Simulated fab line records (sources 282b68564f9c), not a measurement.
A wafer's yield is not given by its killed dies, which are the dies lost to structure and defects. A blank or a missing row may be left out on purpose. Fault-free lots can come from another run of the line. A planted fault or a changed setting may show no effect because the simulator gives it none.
Which tool was responsible? :: flow rit-cmos :: Sampling: 6 lots, 18 wafers, 2 of 202 route steps

## WHAT EACH GAUGE READ, for each wafer
RIT_M1_CD_MEAS_09: the cd target is 2600 nm.
lot: L219
measured: day 4 07:14
on: cd-sem-01
cd-nm (nm): 2601.1 2600.1 2599.0

lot: L222
measured: day 4 20:46
on: cd-sem-01
cd-nm (nm): 2249.4 2251.5 2251.8 2249.6 2251.2 2251.7

lot: L225
measured: day 5 15:17
on: cd-sem-01
cd-nm (nm): 2604.2 2602.0 2602.7

lot: L231
measured: day 6 18:57
on: cd-sem-01
cd-nm (nm): 2600.0 2602.6 2600.2

lot: L233
measured: day 7 02:23
on: cd-sem-01
cd-nm (nm): 2597.8 2600.0 2599.5

lot: L237
measured: day 7 22:43
on: cd-sem-02
cd-nm (nm): 2599.9 2598.5 2599.0

## WHICH TOOL RAN EACH LOT (tool, then ch and the chambers of the sampled wafers, then the start)
lot: L219
RIT_M1_EXPOSE_06: iline-stepper-01 ch 0, day 4 06:49

lot: L222
RIT_M1_EXPOSE_06: iline-stepper-01 ch 0, day 4 20:20

lot: L225
RIT_M1_EXPOSE_06: iline-stepper-02 ch 0, day 5 14:52

lot: L231
RIT_M1_EXPOSE_06: iline-stepper-02 ch 0, day 6 18:31

lot: L233
RIT_M1_EXPOSE_06: iline-stepper-01 ch 0, day 7 01:57

lot: L237
RIT_M1_EXPOSE_06: iline-stepper-01 ch 0, day 7 22:14
- RIT_M1_EXPOSE_06: exposes mask M12, target cd 2600 nm.

## THE ANSWER, worked out from the rows above alone
Rule: the usual values come from the lots themselves. Put in order of their means at a reading, lots are off if they are a third of the lots or fewer, leave a main group of 4 or more, and stand apart from it by a gap of 3 or more times the standard deviation of the main group's means; of several such gaps the widest counts. A main group whose means are all the same, to the digits that the tables above print for the reading, isn't used. Also off: a lot with no number at a reading for which 4 or more lots have one. Any other lot the step has rows for is counted as sound.
Off: L222, at RIT_M1_CD_MEAS_09 (cd-nm). For the main group the mean is 2600.4 nm and the standard deviation 1.4.
A tool fits if, at a process step before that reading, it ran every lot that is off, and no sound lot after the first of them. Gauges at RIT_M1_CD_MEAS_09: tried the same way as those tools. Not one of the candidates tried fits.

## WHAT THE SIMULATOR HAD INSERTED
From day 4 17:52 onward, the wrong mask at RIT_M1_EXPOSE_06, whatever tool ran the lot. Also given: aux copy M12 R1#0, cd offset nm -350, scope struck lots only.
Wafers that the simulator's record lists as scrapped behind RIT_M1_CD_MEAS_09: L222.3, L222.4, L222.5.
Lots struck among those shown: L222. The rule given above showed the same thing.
